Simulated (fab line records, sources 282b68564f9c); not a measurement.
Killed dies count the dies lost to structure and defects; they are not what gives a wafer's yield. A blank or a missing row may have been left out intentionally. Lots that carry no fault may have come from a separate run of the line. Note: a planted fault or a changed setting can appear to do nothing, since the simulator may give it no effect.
Comparing a struck lot with a sound one -- flow ritCmos -- 43 steps out of a route of 202
Sound: wafers L306.2, L306.4, L306.5. The struck wafers were L312.1, L312.5, L312.6. The cause comes at the end.
For every step that has rows: the tool of each side, followed by ch and its chambers, followed by its first start. Under that, the readings that differ: sound wafers -- struck wafers -- difference of the means -- sigmas: that difference in standard deviations of wafers without a fault.
alike: words and numbers the same on both sides, and readings whose means are apart by under 2 such deviations; not compared: readings that were withheld, readings missing a value for some wafer, numbers with overlapping values and no deviation given by the record, and bounds like >300 which may hide the same value.
The two part at a step that has a row with sigmas, a row that says differs or no value, or rows on one side only. Non-overlapping numbers with no deviation appear without sigmas and do not part them. Lack of a reading on every wafer of one side parts them only where that side has two or more wafers.

first, 3 steps without rows for these wafers: RIT_PRETRO_EXPOSE_03 (exposes mask M5, target cd 43700 nm); RIT_PRETRO_PEB_04; RIT_PRETRO_DEVELOP_05 (develop time 68 s).
RIT_PRETRO_OVL_MEAS_06:
  sound: overlay-02 at day 4 23:23; struck: overlay-01 at day 6 05:35
  alike: PRETRO_OVL
then, 2 steps without rows for these wafers: RIT_PRETRO_HARDBAKE_07 (time 120 s); RIT_PRETRO_IMPLANT_08.
RIT_PRETRO_STRIP_09: strips in O2, time 180 s.
  sound on plasmaAsher-04 ch 0,1, day 4 23:49; struck on plasmaAsher-01 ch 0,1, day 6 06:01
  alike: chamberPressureMTorr, drypumpMotorCurrentA
  not compared: rfHoursCounterH
RIT_PRETRO_TW_MEAS_10:
  sound: filmMetro-03 at day 4 23:59; struck: filmMetro-03 at day 6 06:12
  alike: PRETRO_TW
then, 4 steps without rows for these wafers: RIT_GATE_WET_ETCH_00 (etches SiO2 in BOE, target depth 56 nm, time 60 s); RIT_GATE_CLEAN_01 (cleans in SC1, time 600 s); RIT_GATE_CLEAN_02 (cleans in dHF, time 30.96 s); RIT_GATE_CLEAN_03 (cleans in SC2, time 600 s).
RIT_GATE_CLEAN_04: cleans in dHF, time 60 s.
  sound on wetBench-02 ch 3, day 5 00:28; struck on wetBench-03 ch 2, day 6 06:40
RIT_FOX2_THK_MEAS_91:
  sound: filmMetro-03 at day 5 00:31; struck: filmMetro-03 at day 6 06:41
  alike: FIELD_OXIDE_LEFT_2_THK
then, 2 steps without rows for these wafers: RIT_GATE_OXIDATION_05 (target thk 3 nm, ox time 270 s); RIT_GATE_ANNEAL_06 (time 600 s).
RIT_GATE_THK_MEAS_07:
  sound: filmMetro-04 at day 5 02:23; struck: filmMetro-03 at day 6 08:28
  alike: GATE_OXIDE_THK
then, 1 step without rows for these wafers: RIT_GATE_CVD_08 (deposits poly-Si from SiH4, target thk 250 nm, time 2220 s).
RIT_GATE_THK_MEAS_09:
  sound: filmMetro-01 at day 5 04:05; struck: filmMetro-01 at day 6 10:09
  alike: GATE_POLY_THK
then, 2 steps without rows for these wafers: RIT_GATE_HMDS_10 (prime time 60 s); RIT_GATE_COAT_11 (resist thk 850 nm).
RIT_GATE_SOFTBAKE_12: time 62 s.
  sound on lithoTrack-02 ch 0, day 5 04:28; struck on lithoTrack-02 ch 0, day 6 10:34
  alike: plateSensorTCentreC, plateSensorTEdgeC, softbakeTempC
then, 3 steps without rows for these wafers: RIT_GATE_EXPOSE_13 (exposes mask M6, target cd 150 nm); RIT_GATE_PEB_14; RIT_GATE_DEVELOP_15 (develop time 50 s).
RIT_GATE_CD_MEAS_16: the cd target is 150 nm.
  sound: cdSem-01 at day 5 05:01; struck: cdSem-02 at day 6 11:14
  alike: cdNm
RIT_GATE_OVL_MEAS_17:
  sound: overlay-02 at day 5 05:07; struck: overlay-02 at day 6 11:21
  alike: GATE_OVL
then, 1 step without rows for these wafers: RIT_GATE_HARDBAKE_18 (time 60 s).
RIT_GATE_ETCH_19: etches poly-Si in SF6/CHF3/O2, stops on SiO2, time 165 s, target depth 312.5 nm.
  sound on rieSi-01 ch 1,2,3, day 5 05:18; struck on rieSi-01 ch 2,3, day 6 11:32
  alike: chamberPressureMTorr, drypumpMotorCurrentA, oesProductAu, rfFwdPowerW, throttleValvePct
  not compared: rfHoursCounterH
RIT_GATE_STRIP_20: strips in O2, time 180 s.
  sound on plasmaAsher-04 ch 0,1, day 5 05:25; struck on plasmaAsher-04 ch 0,1, day 6 11:45
  alike: chamberPressureMTorr, drypumpMotorCurrentA
  not compared: rfHoursCounterH
RIT_GATE_CD_MEAS_90: the cd target is 150 nm.
  sound: cdSem-02 at day 5 05:37; struck: cdSem-02 at day 6 11:55
  alike: cdNm
then, 4 steps without rows for these wafers: RIT_REOX_CLEAN_00 (cleans in SC1, time 600 s); RIT_REOX_CLEAN_01 (cleans in dHF, time 30 s); RIT_REOX_CLEAN_02 (cleans in SC2, time 588.2 s); RIT_REOX_OXIDATION_03 (target thk 25.2 nm, ox time 5580 s).
RIT_REOX_THK_MEAS_04:
  sound: filmMetro-02 at day 5 08:38; struck: filmMetro-04 at day 6 15:31
reading,sound,struck,difference,sigmas
REOX_OXIDE_THK (nm),24.3 23.9 23.9,25.7 25.2 24.8,+1.2,+2
then, 6 steps without rows for these wafers: RIT_NLDD_HMDS_00 (prime time 60 s); RIT_NLDD_COAT_01 (resist thk 1000 nm); RIT_NLDD_SOFTBAKE_02 (time 60 s); RIT_NLDD_EXPOSE_03 (exposes mask M7, target cd 40700 nm); RIT_NLDD_PEB_04; RIT_NLDD_DEVELOP_05 (develop time 50 s).
RIT_M1_PROBE_99:
  sound: prober-01 at day 6 01:22; struck: prober-01 at day 7 09:01
reading,sound,struck,difference,sigmas
model.etest.diodeNwellSub.leakLog10ACm2,-7.819 -7.131 -7.759,-5.552 -5.498 -5.474,+2.062,
model.etest.antennaM1.short,0 0 0,1 1 1,+1,
model.etest.ring.noRing,0 0 0,1 1 1,+1,
model.etest.nmosNarrow.short,0 0 0,1 1 1,+1,
model.etest.capPGate.short,0 0 0,1 1 1,+1,
model.etest.nmos_0p15.overLimit,0 0 0,1 1 1,+1,
model.etest.pmos_0p15.overLimit,0 0 0,1 1 1,+1,
model.etest.pmosTurned.short,0 0 0,1 1 1,+1,
  alike: killedAtContacts, killedAtFrontEnd, killedDies, killedOpen, killedShort

## WHERE THEY PART
Only at RIT_REOX_THK_MEAS_04, as far as this record shows. Later steps at which nothing parts them and some readings are alike: RIT_M1_PROBE_99.

WHY: the cause the simulator had injected
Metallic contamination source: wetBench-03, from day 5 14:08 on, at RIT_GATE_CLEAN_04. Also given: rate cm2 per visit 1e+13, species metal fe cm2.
